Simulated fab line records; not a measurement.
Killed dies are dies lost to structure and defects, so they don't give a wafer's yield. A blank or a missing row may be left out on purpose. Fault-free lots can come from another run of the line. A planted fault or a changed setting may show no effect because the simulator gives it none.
Which tool was responsible? ; flow berkeley cmos170 ; 7 lots, 21 wafers sampled, at 2 steps of a route of 331

## WHAT THE GAUGES SHOWED, per wafer
UCB170_ACTIVE_CD_MEAS_90: target cd 1200 nm.
lot;measured;on;cd nm (nm)
L425;day 5 06:25;cd sem-01;1198.4 1197.0 1198.7
L426;day 5 05:53;cd sem-01;1200.3 1200.3 1199.5
L429;day 5 20:37;cd sem-01;1197.1 1197.7 1198.1
L432;day 6 12:07;cd sem-02;1201.8 1201.2 1201.1
L435;day 7 00:47;cd sem-02;1202.9 1200.8 1200.8
L437;day 7 16:40;cd sem-01;1200.2 1200.4 1199.2
L441;day 8 05:49;cd sem-02;1198.3 1199.5 1198.6

## EACH LOT AND THE TOOL THAT RAN IT (in order: tool; ch and the chambers of the sampled wafers; start)
lot;UCB170_ZERO_ETCH_06
L425;rie diel-01 ch 0,1,2, day 2 00:10
L426;rie diel-02 ch 0,1,2, day 2 08:55
L429;rie diel-01 ch 0,2,3, day 3 00:18
L432;rie diel-02 ch 0,2,3, day 3 17:07
L435;rie diel-04 ch 1,2, day 4 05:31
L437;rie diel-02 ch 2,3, day 4 19:07
L441;rie diel-02 ch 0,1,3, day 5 11:03
- UCB170_ZERO_ETCH_06: etches SiO2 in CHF3/CF4/Ar, time 12 s.

## THE ANSWER, worked out from the rows above alone
Rule: the lots themselves supply what counts as usual. The widest of any qualifying gaps counts: lots, ordered by their means at a reading, are off when they make up no more than a third of the lots, leave a main group of 4 or more, and stand apart from it by 3 or more times the standard deviation of that group's means. A main group whose means are all the same, to the digits that the tables above print for the reading, isn't used. Also off: a lot with no number at a reading for which 4 or more lots have one. All remaining lots with rows at the step are treated as sound.
None of the lots is off at any reading shown; this tells nothing.

## WHAT THE SIMULATOR PUT IN
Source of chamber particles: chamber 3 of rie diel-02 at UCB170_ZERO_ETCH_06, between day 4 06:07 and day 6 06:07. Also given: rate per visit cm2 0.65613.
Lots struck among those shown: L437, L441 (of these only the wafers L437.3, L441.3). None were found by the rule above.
